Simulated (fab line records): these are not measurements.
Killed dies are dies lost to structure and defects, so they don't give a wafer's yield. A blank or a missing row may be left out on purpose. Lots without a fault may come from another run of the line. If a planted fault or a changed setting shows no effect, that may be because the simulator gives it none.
Which tool is to blame? + flow berkeley cmos170 + 15 lots, 45 wafers sampled, at 3 steps of a route of 331

## WHAT THE GAUGES SHOWED, per wafer
UCB170_SILICIDE_RS_MEAS_02: measurement is done with a four-point probe. Usual: for SILICIDE_TI_RS the level is 26.1 ohm/sq and the standard deviation is 0.32.
| lot  | measured     | on            | SILICIDE_TI_RS (ohm/sq) | flag |
|------|--------------|---------------|-------------------------|------|
| L195 | day 8 05:25  | film metro-04 | 25.7 26.1 25.6          |      |
| L196 | day 8 05:52  | film metro-01 | 26.4 26.7 26.8          |      |
| L197 | day 8 11:24  | film metro-04 | 26.3 25.9 26.2          |      |
| L198 | day 8 11:49  | film metro-04 | 25.9 26.0 26.2          |      |
| L200 | day 9 07:52  | film metro-01 | 25.5 25.4 25.3          |      |
| L201 | day 9 09:02  | film metro-02 | 26.1 25.8 25.9          |      |
| L203 | day 10 05:03 | film metro-01 | 25.7 25.7 25.7          |      |
| L206 | day 10 23:07 | film metro-04 | 26.2 26.3 26.1          |      |
| L205 | day 10 23:48 | film metro-02 | 29.7 29.2 29.7          | OFF  |
| L210 | day 11 11:13 | film metro-01 | 29.0 29.4 29.2          | OFF  |
| L209 | day 11 16:59 | film metro-01 | 29.4 29.2 29.2          | OFF  |
| L213 | day 12 11:40 | film metro-02 | 26.1 26.0 26.0          |      |
| L215 | day 12 12:16 | film metro-02 | 26.1 26.4 26.2          |      |
| L216 | day 12 12:57 | film metro-02 | 26.2 26.4 26.2          |      |
| L218 | day 12 23:02 | film metro-02 | 26.3 26.1 26.1          |      |

UCB170_SILICIDE_THK_MEAS_03: measures by xrf. Usual: for SILICIDE_TI_THK the level is 29.81 nm and the standard deviation is 0.3.
| lot  | measured     | on            | SILICIDE_TI_THK (nm) | flag |
|------|--------------|---------------|----------------------|------|
| L195 | day 8 05:32  | film metro-04 | 30.20 29.79 30.29    |      |
| L196 | day 8 05:59  | film metro-01 | 29.66 29.11 29.21    |      |
| L197 | day 8 11:30  | film metro-04 | 29.63 29.99 29.68    |      |
| L198 | day 8 11:56  | film metro-04 | 29.89 29.88 29.77    |      |
| L200 | day 9 07:59  | film metro-01 | 30.28 30.43 30.43    |      |
| L201 | day 9 09:08  | film metro-02 | 29.76 30.00 29.72    |      |
| L203 | day 10 05:10 | film metro-01 | 29.97 30.22 30.03    |      |
| L206 | day 10 23:13 | film metro-04 | 29.62 29.67 29.81    |      |
| L205 | day 10 23:55 | film metro-02 | 26.66 26.93 26.66    | OFF  |
| L210 | day 11 11:20 | film metro-01 | 27.15 26.77 26.90    | OFF  |
| L209 | day 11 17:05 | film metro-01 | 26.67 26.77 26.95    | OFF  |
| L213 | day 12 11:47 | film metro-02 | 29.81 30.01 30.03    |      |
| L215 | day 12 12:23 | film metro-02 | 29.97 29.61 29.74    |      |
| L216 | day 12 13:04 | film metro-02 | 29.59 29.55 29.82    |      |
| L218 | day 12 23:10 | film metro-02 | 29.71 29.82 29.80    |      |

## EACH LOT AND THE TOOL THAT RAN IT (in order: tool; ch and the chambers of the sampled wafers; start)
| lot  | UCB170_SILICIDE_SPUTTER_01   |
|------|------------------------------|
| L195 | pvd sputter-01, day 8 05:23  |
| L196 | pvd sputter-04, day 8 05:50  |
| L197 | pvd sputter-01, day 8 11:20  |
| L198 | pvd sputter-01, day 8 11:47  |
| L200 | pvd sputter-01, day 9 07:50  |
| L201 | pvd sputter-01, day 9 08:57  |
| L203 | pvd sputter-02, day 10 05:01 |
| L206 | pvd sputter-01, day 10 23:03 |
| L205 | pvd sputter-01, day 10 23:44 |
| L210 | pvd sputter-01, day 11 11:11 |
| L209 | pvd sputter-01, day 11 16:56 |
| L213 | pvd sputter-04, day 12 11:38 |
| L215 | pvd sputter-02, day 12 12:14 |
| L216 | pvd sputter-04, day 12 12:55 |
| L218 | pvd sputter-02, day 12 23:01 |
- UCB170_SILICIDE_SPUTTER_01: material Ti, target thk 30 nm, time 25 s.

## AS READ BY THE TOOLS THEMSELVES (means over the sampled wafers that have a number; for cases with no such wafer, the mark the record gives instead)
UCB170_SILICIDE_SPUTTER_01. Usual: throttle valve pct at 30.1 %, with a standard deviation of 0.84.
| lot  | tool           | throttle valve pct (%) | flag |
|------|----------------|------------------------|------|
| L195 | pvd sputter-01 | 30.3                   |      |
| L196 | pvd sputter-04 | 30.7                   |      |
| L197 | pvd sputter-01 | 29.8                   |      |
| L198 | pvd sputter-01 | 30.5                   |      |
| L200 | pvd sputter-01 | 30.8                   |      |
| L201 | pvd sputter-01 | 30.1                   |      |
| L203 | pvd sputter-02 | 30.5                   |      |
| L206 | pvd sputter-01 | 29.9                   |      |
| L205 | pvd sputter-01 | 29.8                   |      |
| L210 | pvd sputter-01 | 30.2                   |      |
| L209 | pvd sputter-01 | 29.9                   |      |
| L213 | pvd sputter-04 | 30.7                   |      |
| L215 | pvd sputter-02 | 29.9                   |      |
| L216 | pvd sputter-04 | 30.9                   |      |
| L218 | pvd sputter-02 | 29.0                   |      |

## THE ANSWER, worked out from the rows above alone
Rule: take the mean of a lot's wafers that have a number; if it is more than 3 standard deviations from the usual mean, the lot is off. Also off: a lot with no number at a reading for which 4 or more lots have one. Where the step has rows for the other lots, those lots are counted as sound. After the gauges, taken in route order, come the tools' own readings; for these a lot's mean is taken, as printed above. At the first step where some lot is off, the reading lying furthest off is the one used; lots without a number count as furthest.
Off: L205, L210, L209, at UCB170_SILICIDE_RS_MEAS_02 (SILICIDE_TI_RS).
A tool fits if, at a process step before that reading, it ran every lot that is off, and no sound lot after the first of them. Those tools and the gauges at UCB170_SILICIDE_RS_MEAS_02 are tried in the same way. One fits: pvd sputter-01 at UCB170_SILICIDE_SPUTTER_01. Its last sound lot is L206 (day 10 23:03), its first lot that is off L205 (day 10 23:44): a fault that began between those two fits.

## WHAT WAS PUT IN BY THE SIMULATOR
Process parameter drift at UCB170_SILICIDE_SPUTTER_01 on pvd sputter-01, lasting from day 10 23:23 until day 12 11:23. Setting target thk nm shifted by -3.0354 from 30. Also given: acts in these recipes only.
Struck lots among those shown: L205, L210, L209. This agrees with what the rule above found.
